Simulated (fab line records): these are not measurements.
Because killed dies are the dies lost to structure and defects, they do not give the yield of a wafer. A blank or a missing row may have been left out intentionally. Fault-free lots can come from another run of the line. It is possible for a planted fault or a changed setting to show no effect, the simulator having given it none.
Struck lot and sound lot, side by side | flow berkeley_cmos170 | 38 out of 331 route steps
Sound: the wafers L732.1, L732.2, L732.5. Wafers L740.2, L740.4, L740.6 were the ones struck. The cause is named last.
Per side, at each step with rows, come the tool, then ch with its chambers, and then its first start. Under that, the readings that differ: sound wafers | struck wafers | difference of the means | sigmas: that difference in standard deviations of wafers without a fault.
alike: readings with means less than 2 such deviations apart, plus words and numbers identical on both sides. not compared: withheld readings, readings lacking a value on some wafer, bounds such as >300 that could conceal the same value, and numbers that have no deviation in the record and whose values overlap.
A row with sigmas, a row that says differs or no value, or rows on one side alone: a step with any of these is where the two part. Non-overlapping numbers with no deviation appear without sigmas and do not part them. A reading missing from all wafers of one side parts the sides only when that side holds two or more wafers.

UCB170_SPACER_CVD_00: deposits SiO2 from TEOS/O2, target thk 376 nm, time 47 s.
  sound on pecvd-03 ch 0,1, day 8 00:17; struck on pecvd-02 ch 0,2, day 9 09:05
  alike: heater_power_w
UCB170_SPACER_THK_MEAS_01:
  sound on film_metro-03 at day 8 00:19; struck on film_metro-04 at day 9 09:08
  alike: SPACER_TEOS_THK
then, 1 step without rows for these wafers: UCB170_SPACER_ANNEAL_02 (time 1800 s).
UCB170_SPACER_ETCHBACK_03: etches SiO2 in CHF3/CF4/Ar, stops on Si, target depth 376 nm, time 100 s.
  sound on rie_diel-01 ch 0,2,3, day 8 05:57; struck on rie_diel-03 ch 0,2, day 9 12:50
  reading                | sound          | struck         | difference | sigmas
  throttle_valve_pct (%) | 6.49 6.41 6.37 | 6.66 6.69 6.68 | +0.25      | +2
  alike: chamber_pressure_mTorr, drypump_motor_current_A, oes_product_au
  not compared: rf_hours_counter_h
then, 6 steps without rows for these wafers: UCB170_PSD_HMDS_00 (prime time 60 s); UCB170_PSD_COAT_01 (resist thk 900 nm); UCB170_PSD_SOFTBAKE_02 (time 60 s); UCB170_PSD_EXPOSE_03 (exposes mask PSELECT MOD, target cd 1200 nm); UCB170_PSD_PEB_04; UCB170_PSD_DEVELOP_05 (develop time 45 s).
UCB170_PSD_CD_MEAS_06: target cd 1200 nm.
  sound on cd_sem-02 at day 8 09:08; struck on cd_sem-01 at day 9 15:30
  reading    | sound                | struck               | difference | sigmas
  cd_nm (nm) | 1200.8 1202.0 1202.5 | 1199.1 1198.6 1196.8 | -3.6       | -3
UCB170_PSD_OVL_MEAS_07:
  sound on overlay-02 at day 8 09:15; struck on overlay-01 at day 9 15:36
  alike: PSD_OVL
UCB170_PSD_IMPLANT_08:
  sound on implanter-03 ch 0, day 8 09:17; struck on implanter-02 ch 0, day 9 15:40
  reading            | sound                         | struck                        | difference | sigmas
  dose_ions_cm2      | 3.001e+15 3.005e+15 3.003e+15 | 3.123e+15 3.126e+15 3.127e+15 | +1.223e+14 | +36
  faraday_current_uA | 8910 9346 9075                | 9499 9574 9803                | +515       | +3
  alike: end_station_pressure_torr
UCB170_PSD_STRIP_09: strips in O2.
  sound on plasma_asher-02 ch 0,1, day 8 09:26; struck on plasma_asher-02 ch 0,1, day 9 15:47
  reading                      | sound             | struck            | difference | sigmas
  strip_time_to_endpoint_s (s) | 29.28 29.31 29.33 | 29.96 29.97 29.99 | +0.67      | +7
  alike: chamber_pressure_mTorr, drypump_motor_current_A, oes_product_au
  not compared: rf_hours_counter_h
UCB170_PSD_TW_MEAS_10:
  sound on film_metro-01 at day 8 09:32; struck on film_metro-02 at day 9 15:53
  reading | sound          | struck         | difference | sigmas
  PSD_TW  | 2319 2314 2311 | 2398 2388 2381 | +74        | +3
then, 7 steps without rows for these wafers: UCB170_PSD_CLEAN_11 (cleans in SPM, time 600 s); UCB170_NSD_HMDS_00 (prime time 60 s); UCB170_NSD_COAT_01 (resist thk 900 nm); UCB170_NSD_SOFTBAKE_02 (time 60 s); UCB170_NSD_EXPOSE_03 (exposes mask NSELECT MOD, target cd 1200 nm); UCB170_NSD_PEB_04; UCB170_NSD_DEVELOP_05 (develop time 45 s).
UCB170_NSD_CD_MEAS_06: target cd 1200 nm.
  sound on cd_sem-01 at day 8 14:07; struck on cd_sem-01 at day 9 18:46
  alike: cd_nm
UCB170_NSD_OVL_MEAS_07:
  sound on overlay-02 at day 8 14:14; struck on overlay-01 at day 9 18:52
  alike: NSD_OVL
then, 2 steps without rows for these wafers: UCB170_NSD_IMPLANT_08; UCB170_NSD_STRIP_09 (strips in O2).
UCB170_NSD_TW_MEAS_10:
  sound on film_metro-02 at day 8 14:31; struck on film_metro-01 at day 9 19:09
  alike: NSD_TW
then, 4 steps without rows for these wafers: UCB170_NSD_CLEAN_11 (cleans in SPM, time 600 s); UCB170_BACKSIDE_HMDS_00 (prime time 60 s); UCB170_BACKSIDE_COAT_01 (resist thk 900 nm); UCB170_BACKSIDE_SOFTBAKE_02 (time 60 s).
UCB170_BACKSIDE_STRIP_03: strips in O2.
  sound on plasma_asher-04 ch 0,1, day 8 15:13; struck on plasma_asher-01 ch 0,1, day 9 20:50
  alike: chamber_pressure_mTorr, drypump_motor_current_A, oes_product_au, strip_time_to_endpoint_s
  not compared: rf_hours_counter_h
then, 1 step without rows for these wafers: UCB170_BACKSIDE_CLEAN_04 (cleans in SPM, time 600 s).
UCB170_SDANNEAL_RTA_00: time 10 s.
  sound on rtp_anneal-01 ch 0, day 8 15:29; struck on rtp_anneal-02 ch 0, day 9 21:07
  alike: lamp_power_pct, wafer_temp_C_max
UCB170_SDANNEAL_RTA_01: time 5 s.
  sound on rtp_anneal-01 ch 0, day 8 15:34; struck on rtp_anneal-02 ch 0, day 9 21:11
  reading            | sound    | struck   | difference | sigmas
  lamp_power_pct (%) | 39 40 40 | 33 33 33 | -7         | -2
  alike: wafer_temp_C_max
UCB170_SDANNEAL_RS_MEAS_02: a four-point-probe measurement.
  sound on film_metro-01 at day 8 15:37; struck on film_metro-01 at day 9 21:38
  reading         | sound          | struck         | difference | sigmas
  PSD_RS (ohm/sq) | 75.8 76.1 75.7 | 72.8 72.7 72.5 | -3.2       | -8
  not compared: hold
UCB170_SDANNEAL_RS_MEAS_03: a four-point-probe measurement.
  sound on film_metro-01 at day 8 15:44; struck on film_metro-01 at day 10 01:46
  reading | sound | struck                                                                     | difference                   | sigmas
  hold    | - - - | await_dispo/4.0h/release await_dispo/4.0h/release await_dispo/4.0h/release | no value on the sound wafers |
  alike: NSD_RS
UCB170_M3_PROBE_99:
  record: rows for the struck wafers here (prober-01, day 11 11:07), none for the sound ones

== WHERE THEY PART ==
Last at UCB170_M3_PROBE_99 as far as this record goes, first at UCB170_SPACER_ETCHBACK_03.

WHY: the cause the simulator had injected
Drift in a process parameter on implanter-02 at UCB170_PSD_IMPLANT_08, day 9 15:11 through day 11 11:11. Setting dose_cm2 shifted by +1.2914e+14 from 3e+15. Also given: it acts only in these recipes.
